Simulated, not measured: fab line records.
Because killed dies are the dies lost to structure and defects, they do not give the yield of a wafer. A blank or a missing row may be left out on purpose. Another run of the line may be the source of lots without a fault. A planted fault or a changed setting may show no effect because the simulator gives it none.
Split-lot trial :: flow rit-cmos :: 23 wafers read across 5 lots, on a route 202 steps long

## SPLIT DETAILS
At RIT_PSD_SOFTBAKE_02 (time 60 s), the setting temp-c was moved away from the recipe's 90 C on 5 of the 23 wafers read, by -3.1% to -3.0%. This setting was run at the recipe's value on the other wafers.

## FROM THE SPLIT TO THE READING: what the file shows between them, 2 steps
- RIT_PSD_EXPOSE_03: exposes mask M10, target cd 40900 nm
- RIT_PSD_PEB_04

## THE READING
NOVOLAK_of_PSD_COAT_01.thk-nm (the simulator's own value, which no gauge read), in nm, at RIT_PSD_DEVELOP_05 (develop time 50 s). There is no usual value for it anywhere in the file. Across the 18 wafers here that went through the recipe, the average is 1002.9 nm and the standard deviation 2.9 nm.

wafer: L074.1
tool, chamber at the split: litho-track-03, 0
temp-c as run, C: 87.27
against the recipe: -3.0%
NOVOLAK_of_PSD_COAT_01.thk-nm, nm: 1013
against lot-mates on the recipe: +9.3

wafer: L074.3
tool, chamber at the split: litho-track-03, 0
temp-c as run, C: 90
against the recipe: recipe
NOVOLAK_of_PSD_COAT_01.thk-nm, nm: 1003
against lot-mates on the recipe: -

wafer: L074.4
tool, chamber at the split: litho-track-03, 0
temp-c as run, C: 90
against the recipe: recipe
NOVOLAK_of_PSD_COAT_01.thk-nm, nm: 1006
against lot-mates on the recipe: -

wafer: L074.5
tool, chamber at the split: litho-track-03, 0
temp-c as run, C: 87.27
against the recipe: -3.0%
NOVOLAK_of_PSD_COAT_01.thk-nm, nm: 1011
against lot-mates on the recipe: +7.3

wafer: L074.6
tool, chamber at the split: litho-track-03, 0
temp-c as run, C: 90
against the recipe: recipe
NOVOLAK_of_PSD_COAT_01.thk-nm, nm: 1002
against lot-mates on the recipe: -

wafer: L075.1
tool, chamber at the split: litho-track-02, 0
temp-c as run, C: 90
against the recipe: recipe
NOVOLAK_of_PSD_COAT_01.thk-nm, nm: 1004
against lot-mates on the recipe: -

wafer: L075.2
tool, chamber at the split: litho-track-02, 0
temp-c as run, C: 90
against the recipe: recipe
NOVOLAK_of_PSD_COAT_01.thk-nm, nm: 1003
against lot-mates on the recipe: -

wafer: L075.6
tool, chamber at the split: litho-track-02, 0
temp-c as run, C: 90
against the recipe: recipe
NOVOLAK_of_PSD_COAT_01.thk-nm, nm: 1003
against lot-mates on the recipe: -

wafer: L075.3
tool, chamber at the split: litho-track-02, 0
temp-c as run, C: 90
against the recipe: recipe
NOVOLAK_of_PSD_COAT_01.thk-nm, nm: 1002
against lot-mates on the recipe: -

wafer: L075.4
tool, chamber at the split: litho-track-02, 0
temp-c as run, C: 90
against the recipe: recipe
NOVOLAK_of_PSD_COAT_01.thk-nm, nm: 1002
against lot-mates on the recipe: -

wafer: L077.1
tool, chamber at the split: litho-track-03, 0
temp-c as run, C: 90
against the recipe: recipe
NOVOLAK_of_PSD_COAT_01.thk-nm, nm: 1004
against lot-mates on the recipe: -

wafer: L077.2
tool, chamber at the split: litho-track-03, 0
temp-c as run, C: 90
against the recipe: recipe
NOVOLAK_of_PSD_COAT_01.thk-nm, nm: 1004
against lot-mates on the recipe: -

wafer: L077.3
tool, chamber at the split: litho-track-03, 0
temp-c as run, C: 90
against the recipe: recipe
NOVOLAK_of_PSD_COAT_01.thk-nm, nm: 1009
against lot-mates on the recipe: -

wafer: L077.4
tool, chamber at the split: litho-track-03, 0
temp-c as run, C: 90
against the recipe: recipe
NOVOLAK_of_PSD_COAT_01.thk-nm, nm: 1006
against lot-mates on the recipe: -

wafer: L077.5
tool, chamber at the split: litho-track-03, 0
temp-c as run, C: 90
against the recipe: recipe
NOVOLAK_of_PSD_COAT_01.thk-nm, nm: 1007
against lot-mates on the recipe: -

wafer: L080.1
tool, chamber at the split: litho-track-03, 0
temp-c as run, C: 90
against the recipe: recipe
NOVOLAK_of_PSD_COAT_01.thk-nm, nm: 1001
against lot-mates on the recipe: -

wafer: L080.6
tool, chamber at the split: litho-track-03, 0
temp-c as run, C: 90
against the recipe: recipe
NOVOLAK_of_PSD_COAT_01.thk-nm, nm: 1001
against lot-mates on the recipe: -

wafer: L080.4
tool, chamber at the split: litho-track-03, 0
temp-c as run, C: 90
against the recipe: recipe
NOVOLAK_of_PSD_COAT_01.thk-nm, nm: 999.4
against lot-mates on the recipe: -

wafer: L082.1
tool, chamber at the split: litho-track-04, 0
temp-c as run, C: 87.18
against the recipe: -3.1%
NOVOLAK_of_PSD_COAT_01.thk-nm, nm: 1004
against lot-mates on the recipe: +6.3

wafer: L082.2
tool, chamber at the split: litho-track-04, 0
temp-c as run, C: 87.18
against the recipe: -3.1%
NOVOLAK_of_PSD_COAT_01.thk-nm, nm: 1005
against lot-mates on the recipe: +7.3

wafer: L082.3
tool, chamber at the split: litho-track-04, 0
temp-c as run, C: 90
against the recipe: recipe
NOVOLAK_of_PSD_COAT_01.thk-nm, nm: 997.6
against lot-mates on the recipe: -

wafer: L082.4
tool, chamber at the split: litho-track-04, 0
temp-c as run, C: 90
against the recipe: recipe
NOVOLAK_of_PSD_COAT_01.thk-nm, nm: 997.7
against lot-mates on the recipe: -

wafer: L082.5
tool, chamber at the split: litho-track-04, 0
temp-c as run, C: 87.18
against the recipe: -3.1%
NOVOLAK_of_PSD_COAT_01.thk-nm, nm: 1002
against lot-mates on the recipe: +4.3

THE FIT
A straight line over all 23 wafers: NOVOLAK_of_PSD_COAT_01.thk-nm changes by -1.31 nm for each +1% of temp-c; r = -0.45; the points scatter about the line by 3.4 nm.
The same after taking each lot's own level away (the mean of its wafers on the recipe; 23 wafers): -2.24 nm for each +1%; r = -0.90; scatter 1.5 nm.
On that fit, the largest move of temp-c shifts the reading by 7 nm.
The lots' own levels span 997.65 to 1006.00 nm, that is 2.9 times the standard deviation above.
So the lot-to-lot level blurs the effect unless lot-mates are compared.
Check: for one of the wafers moved furthest among these (-3.1%), held out of the fit, the line's prediction against its lot-mates is +7.18 nm. Against them it came out at +6.35 nm.

## THE FILE'S OWN FIT
NOVOLAK_of_PSD_COAT_01.thk-nm changes by -2.32 nm for each +1% of temp-c, r = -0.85.
